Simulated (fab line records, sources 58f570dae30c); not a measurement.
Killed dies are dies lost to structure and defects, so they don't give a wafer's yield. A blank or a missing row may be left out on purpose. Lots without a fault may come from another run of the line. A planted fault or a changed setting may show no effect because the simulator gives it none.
Chamber matching | flow berkeley_cmos170 | UCB170_ZERO_ETCH_06 on rie_diel-04: 4 sister chambers
The step etches SiO2 in CHF3/CF4/Ar, time 12 s. 4 wafers are shown with their chamber, then 10 later ones without.

WAFERS WITH THEIR CHAMBER
wafer  | chamber | drypump_motor_current_A (A)
L089.5 | 0       | 5.8
L091.4 | 2       | 4.8
L092.1 | 1       | 6.4
L092.3 | 3       | 5.0

WAFERS WITHOUT THEIR CHAMBER
wafer  | drypump_motor_current_A (A)
L092.4 | 5.8
L093.4 | 6.4
L093.5 | 4.8
L093.6 | 5.1
L095.3 | 4.8
L095.4 | 4.8
L095.5 | 5.0
L097.2 | 5.8
L097.3 | 5.1
L097.6 | 4.8

WHICH CHAMBER EACH WENT THROUGH
wafer  | from the rows above | in truth
L092.4 | 0                   | 0
L093.4 | 1                   | 1
L093.5 | 2                   | 2
L093.6 | 3                   | 3
L095.3 | 2                   | 2
L095.4 | 2                   | 2
L095.5 | 3                   | 3
L097.2 | 0                   | 0
L097.3 | 3                   | 3
L097.6 | 2                   | 2
Placed correctly: 10 of 10. Can't be placed from these rows: 0. Placed wrongly: 0.
How it was worked out, from the rows above alone: a wafer's distance from a chamber is the root of the sum, over the readings, of the square of ((its reading less the chamber's mean) divided by the reading's scatter). The wafer belongs to the nearest chamber; if the next one is less than 2 further off, it can't be placed. A chamber's mean is the mean of its shown wafers. The scatter: with one shown wafer a chamber, the root of the mean of the squares of how far each hidden wafer lies from its nearest shown one.
